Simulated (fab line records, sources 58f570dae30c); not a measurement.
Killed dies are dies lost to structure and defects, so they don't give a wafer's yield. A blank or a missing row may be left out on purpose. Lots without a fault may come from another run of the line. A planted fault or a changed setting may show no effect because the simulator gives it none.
Which tool did it? | flow berkeley_cmos170 | 13 lots, 39 wafers sampled, at 3 steps of a route of 331

WHAT THE GAUGES READ, wafer by wafer
UCB170_ACTIVE_THK_MEAS_03.
lot  | measured    | on            | ACTIVE_OXIDE_THK (nm)
L431 | day 4 21:35 | film_metro-01 | 26.7 26.6 26.7
L432 | day 4 21:37 | film_metro-02 | 26.8 26.5 27.0
L434 | day 5 08:05 | film_metro-03 | 26.7 27.0 26.3
L433 | day 5 08:06 | film_metro-01 | 25.8 25.9 26.1
L435 | day 5 14:17 | film_metro-01 | 26.3 26.5 26.3
L436 | day 5 14:19 | film_metro-03 | 26.5 26.2 26.7
L439 | day 6 08:34 | film_metro-03 | 27.1 26.9 27.0
L438 | day 6 08:35 | film_metro-02 | 27.6 27.4 27.9
L442 | day 6 15:46 | film_metro-01 | 26.4 26.5 25.8
L441 | day 6 15:49 | film_metro-01 | 26.6 26.3 26.0
L443 | day 7 11:54 | film_metro-01 | 25.1 25.5 25.9
L444 | day 7 11:55 | film_metro-03 | 27.0 26.9 26.7
L451 | day 9 00:26 | film_metro-03 | 26.1 25.7 25.9

UCB170_GATE_THK_MEAS_02.
lot  | measured     | on            | GATE_OXIDE_THK (nm)
L431 | day 7 08:59  | film_metro-03 | 6.57 6.63 6.57
L432 | day 7 09:00  | film_metro-02 | 6.68 6.59 6.69
L434 | day 7 16:30  | film_metro-02 | 6.64 6.68 6.64
L433 | day 7 16:31  | film_metro-03 | 6.58 6.49 6.59
L435 | day 8 02:15  | film_metro-04 | 6.82 6.78 6.99
L436 | day 8 02:13  | film_metro-03 | 6.48 6.43 6.42
L439 | day 8 17:50  | film_metro-02 | 6.33 6.53 6.44
L438 | day 8 17:50  | film_metro-03 | 6.64 6.63 6.70
L442 | day 9 03:14  | film_metro-02 | 6.78 6.77 6.90
L441 | day 9 03:13  | film_metro-04 | 6.58 6.58 6.59
L443 | day 9 20:30  | film_metro-03 | 6.72 6.79 6.75
L444 | day 9 20:31  | film_metro-02 | 6.56 6.61 6.59
L451 | day 11 06:16 | film_metro-04 | 6.72 6.68 6.68

WHICH TOOL RAN EACH LOT (tool, then ch and the chambers of the sampled wafers, then the start)
lot  | UCB170_PFIELD_STRIP_08
L431 | plasma_asher-01 ch 0,1, day 5 11:36
L432 | plasma_asher-01 ch 0,1, day 5 11:55
L434 | plasma_asher-03 ch 0,1, day 5 18:30
L433 | plasma_asher-01 ch 0, day 5 18:39
L435 | plasma_asher-03 ch 0, day 6 01:22
L436 | plasma_asher-03 ch 0,1, day 6 01:55
L439 | plasma_asher-04 ch 0,1, day 6 20:56
L438 | plasma_asher-04 ch 0,1, day 6 21:33
L442 | plasma_asher-04 ch 0,1, day 7 06:00
L441 | plasma_asher-01 ch 0,1, day 7 06:07
L443 | plasma_asher-03 ch 0,1, day 8 02:07
L444 | plasma_asher-04 ch 0,1, day 8 02:16
L451 | plasma_asher-04 ch 0,1, day 9 15:34
- UCB170_PFIELD_STRIP_08: strips in O2.

WHAT THE TOOLS THEMSELVES READ (means of the sampled wafers that have a number; where no wafer has one, the mark that the record gives instead)
UCB170_PFIELD_STRIP_08.
lot  | tool            | drypump_motor_current_A (A) | oes_product_au (a.u.) | strip_time_to_endpoint_s (s)
L431 | plasma_asher-01 | 6.2                         | 0.733                 | 21.64
L432 | plasma_asher-01 | 6.2                         | 0.735                 | 21.58
L434 | plasma_asher-03 | 5.9                         | 0.736                 | 21.59
L433 | plasma_asher-01 | 6.2                         | 0.735                 | 21.67
L435 | plasma_asher-03 | 6.7                         | 0.736                 | 21.75
L436 | plasma_asher-03 | 6.3                         | 0.736                 | 21.64
L439 | plasma_asher-04 | 5.4                         | 0.733                 | 21.70
L438 | plasma_asher-04 | 5.3                         | 0.733                 | 21.62
L442 | plasma_asher-04 | 5.4                         | 0.738                 | 21.64
L441 | plasma_asher-01 | 6.2                         | 0.738                 | 21.57
L443 | plasma_asher-03 | 6.3                         | 0.736                 | 21.58
L444 | plasma_asher-04 | 5.4                         | 0.732                 | 21.64
L451 | plasma_asher-04 | 5.6                         | 0.738                 | 21.71

THE ANSWER, worked out from the rows above alone
Rule: what is usual is taken from the lots themselves. Put in order of their means at a reading, lots are off if they are a third of the lots or fewer, leave a main group of 4 or more, and stand apart from it by a gap of 3 or more times the standard deviation of the main group's means; of several such gaps the widest counts. A main group whose means are all the same, to the digits that the tables above print for the reading, isn't used. A lot without any number at a reading at which 4 lots or more have one is off too. The other lots that the step has rows for count as sound. The gauges are gone through in route order, then the tools' own readings, and for those a lot's mean is taken as printed above. The first step at which some lot is off is used, and at that step the reading that is off furthest; a lot without a number counts as furthest.
No lot is off at any reading shown: from this, nothing can be told.

WHAT THE SIMULATOR HAD PUT IN
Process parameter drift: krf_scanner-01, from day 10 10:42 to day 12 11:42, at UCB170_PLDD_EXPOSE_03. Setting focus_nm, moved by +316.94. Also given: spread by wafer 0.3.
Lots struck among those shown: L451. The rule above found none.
